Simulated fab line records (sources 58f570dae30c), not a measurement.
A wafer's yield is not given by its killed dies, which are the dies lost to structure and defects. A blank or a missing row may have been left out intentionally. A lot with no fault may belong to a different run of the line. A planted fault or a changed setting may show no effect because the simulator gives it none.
Code-filled problem report in 8D (eight disciplines) form || flow berkeley cmos170 || the parts of the form that need people (team, actions taken, sign-off) are left out

== 1. WHAT IS WRONG ==
M2_AL_RS at UCB170_M2_RS_MEAS_02 reads a mean of 0.0851 ohm/sq on 2 wafers of 2 lots; wafers without a fault read 0.0320 ohm/sq with a standard deviation of 0.00032. That is +99 or more standard deviations from the usual mean.
The step: measures by four-point-probe.
First observed at day 12 13:26: wafer L605.1, on film metro-01. The record has a number at this step for 40 wafers belonging to 14 lots. By rule, "out" or "out of limits" means more than 4 standard deviations away from the usual mean. The other wafers with a number count as sound.

== 2. WHAT THIS IS AND IS NOT ==
{"question": "which readings at this step", "is": "M2_AL_RS", "is not": "-"}
{"question": "which lots", "is": "L602, L605", "is not": "L584, L585, L587, L588, L590, L591, L592, L593, L594, L596, L606, L607"}
{"question": "which wafers of those lots", "is": "L602.3, L605.1", "is not": "L602.1, L602.4"}
{"question": "read on which gauges", "is": "film metro-01, film metro-03", "is not": "film metro-04"}
{"question": "when", "is": "from day 12 13:26", "is not": "up to then (33 sound wafers); but 5 sound wafers of L602, L607 came after"}

== 3. SUSPECTS, AND WHAT RULES EACH OUT ==
Counting: a tool at a process step up to the reading stays a suspect if it ran every lot that is out. Sound lots after the first of them don't rule it out here, since some wafers of a struck lot are sound.
- the gauge at UCB170_M2_RS_MEAS_02: ruled out. Those wafers that are out were read across 2 gauges (film metro-01, film metro-03).
- pvd sputter-03 at UCB170_M2_SPUTTER_01 (material Al, target thk 900 nm, time 120 s): kept. It processed each lot that is out (first: L605, day 12 13:22); up to then, its last sound lot is L596 (day 10 23:38).
The count leaves pvd sputter-03 at UCB170_M2_SPUTTER_01.

== 4. THE CAUSE (what the simulator had put in) ==
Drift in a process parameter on pvd sputter-03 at UCB170_M2_SPUTTER_01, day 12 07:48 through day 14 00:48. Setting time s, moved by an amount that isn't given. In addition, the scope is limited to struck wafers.
Only this tool survived the counting.

== 5. THE EFFECT CHAIN, in route order ==
Each row: a reading where the mean over the struck wafers with a number is more than 3 standard deviations away from the usual. Readings are gone through only where the record gives a usual standard deviation; hours: the median, over the lots, of the time from a lot's start at the first step in this table giving one to that lot's start at this step; sigmas: the change measured in usual standard deviations.
{"hours": 0, "step": "UCB170_M2_RS_MEAS_02", "reading": "M2_AL_RS", "usual": "0.0320 ohm/sq", "on struck wafers": 0.0851, "change": "+0.0530", "sigmas": "+99 or more"}
{"hours": 2, "step": "UCB170_M2_THK_MEAS_03", "reading": "M2_AL_THK", "usual": "918 nm", "on struck wafers": 350, "change": -568, "sigmas": -58}
{"hours": 7, "step": "UCB170_M2_METAL_ETCH_18", "reading": "oes product au", "usual": "0.871 a.u.", "on struck wafers": 0.573, "change": -0.298, "sigmas": -27}
Process steps it contains:
- UCB170_M2_METAL_ETCH_18: etches Al in Cl2/BCl3, stops on SiO2, target depth 1170 nm, time 195 s.

== 6. WHAT WOULD HAVE CAUGHT IT SOONER ==
Counted from the fault's start at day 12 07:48, it took 6 hours until the first out-of-limits reading at a measuring or inspecting step in this record, taken at day 12 13:26.
No tool reading at UCB170_M2_SPUTTER_01 that has a usual standard deviation in the record was out on any struck wafer, so an alarm limit of 4 standard deviations on those readings would not have fired.
Among the 2 lots that are out, L602 began UCB170_M2_SPUTTER_01 on pvd sputter-03 after day 12 13:26. Putting the tool on hold at that point would have spared it.
